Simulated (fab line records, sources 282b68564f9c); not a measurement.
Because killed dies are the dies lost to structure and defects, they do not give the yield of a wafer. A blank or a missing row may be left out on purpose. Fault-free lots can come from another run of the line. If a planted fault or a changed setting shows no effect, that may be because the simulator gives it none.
Split-lot trial -- flow rit cmos -- 27 wafers read from 5 lots, route of 202 steps

THE SPLIT
At RIT_ACTIVE_ETCH_13 (etches Si3N4 in SF6, stops on SiO2, time 210 s, target depth 210 nm), the setting target depth a was moved away from the recipe's 2100 angstrom on 9 of the 27 wafers read, by -37.3% to +27.6%. This setting was run at the recipe's value on the other wafers.

Reading taken at the split's own step.

THE READING
oes product au, in a.u., at RIT_ACTIVE_ETCH_13 (etches Si3N4 in SF6, stops on SiO2, time 210 s, target depth 210 nm). Typical for fault-free wafers on this fab line: 0.818 a.u., with standard deviation 0.014 a.u.

wafer,"tool, chamber at the split","target depth a as run, angstrom",against the recipe,"oes product au, a.u.",against lot-mates on the recipe
L075.1,"rie diel-01, 0",1317,-37.3%,1.018,+0.198
L075.2,"rie diel-01, 2",1317,-37.3%,0.996,+0.176
L075.3,"rie diel-01, 3",2100,recipe,0.821,-
L075.4,"rie diel-01, 1",2100,recipe,0.818,-
L075.5,"rie diel-01, 3",2100,recipe,0.820,-
L075.6,"rie diel-01, 0",1317,-37.3%,1.020,+0.200
L076.1,"rie diel-03, 1",2100,recipe,0.834,-
L076.2,"rie diel-03, 2",2680,+27.6%,0.721,-0.099
L076.3,"rie diel-03, 3",2680,+27.6%,0.724,-0.096
L076.4,"rie diel-03, 0",2680,+27.6%,0.712,-0.108
L076.5,"rie diel-03, 2",2100,recipe,0.803,-
L076.6,"rie diel-03, 3",2100,recipe,0.824,-
L079.1,"rie diel-01, 2",2100,recipe,0.819,-
L079.3,"rie diel-01, 1",2100,recipe,0.813,-
L079.4,"rie diel-01, 3",2100,recipe,0.821,-
L081.1,"rie diel-04, 2",2100,recipe,0.848,-
L081.2,"rie diel-04, 3",2100,recipe,0.811,-
L081.3,"rie diel-04, 1",2100,recipe,0.796,-
L081.4,"rie diel-04, 0",2100,recipe,0.817,-
L081.5,"rie diel-04, 1",2100,recipe,0.799,-
L081.6,"rie diel-04, 2",2100,recipe,0.847,-
L083.1,"rie diel-04, 0",2586,+23.1%,0.736,-0.075
L083.2,"rie diel-04, 2",2586,+23.1%,0.751,-0.060
L083.3,"rie diel-04, 1",2586,+23.1%,0.713,-0.098
L083.4,"rie diel-04, 3",2100,recipe,0.805,-
L083.5,"rie diel-04, 3",2100,recipe,0.815,-
L083.6,"rie diel-04, 0",2100,recipe,0.813,-

THE FIT
A straight line over all 27 wafers: oes product au changes by -0.00447 a.u. for each +1% of target depth a; r = -0.98; the points scatter about the line by 0.018 a.u.
The same after taking each lot's own level away (the mean of its wafers on the recipe; 27 wafers): -0.00441 a.u. for each +1%; r = -0.98; scatter 0.018 a.u.
The reading moves by 0.16 a.u. for the largest change in target depth a, on that fit.
The lots' own levels span 0.8110 to 0.8203 a.u., that is 0.7 times the standard deviation above.
The two slopes agree, so the slope changes little with the lot-to-lot level.
Check: for one of the wafers moved furthest among these (-37.3%), held out of the fit, the line's prediction against its lot-mates is +0.165 a.u. It came out at +0.198 a.u. against them.
Tool readings at the split's step, against how far the setting was moved: oes product au r = -0.98.

THE WHOLE CHAIN: every reading that the file lists as answering this split, in the file's order
step,what it does,reading,change (the file's fit),r (the file's)
RIT_ACTIVE_ETCH_13,"etches Si3N4 in SF6, stops on SiO2, time 210 s, target depth 210 nm",oes product au,-0.00437 a.u. for each +1% of the setting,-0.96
RIT_ACTIVE_ETCH_13,"etches Si3N4 in SF6, stops on SiO2, time 210 s, target depth 210 nm","SiO2_of_ACTIVE_OXIDATION_01.thk nm (the simulator's own value, which no gauge read)","not straight: 47.25 at the lowest setting, 46.45 at the recipe, 26.52 at the highest",not given
RIT_ACTIVE_ETCH_13,"etches Si3N4 in SF6, stops on SiO2, time 210 s, target depth 210 nm","NOVOLAK_of_ACTIVE_COAT_06.thk nm (the simulator's own value, which no gauge read)",-2.22 nm for each +1% of the setting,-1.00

FILE'S OWN FIT
oes product au changes by -0.00437 a.u. for each +1% of target depth a, r = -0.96.
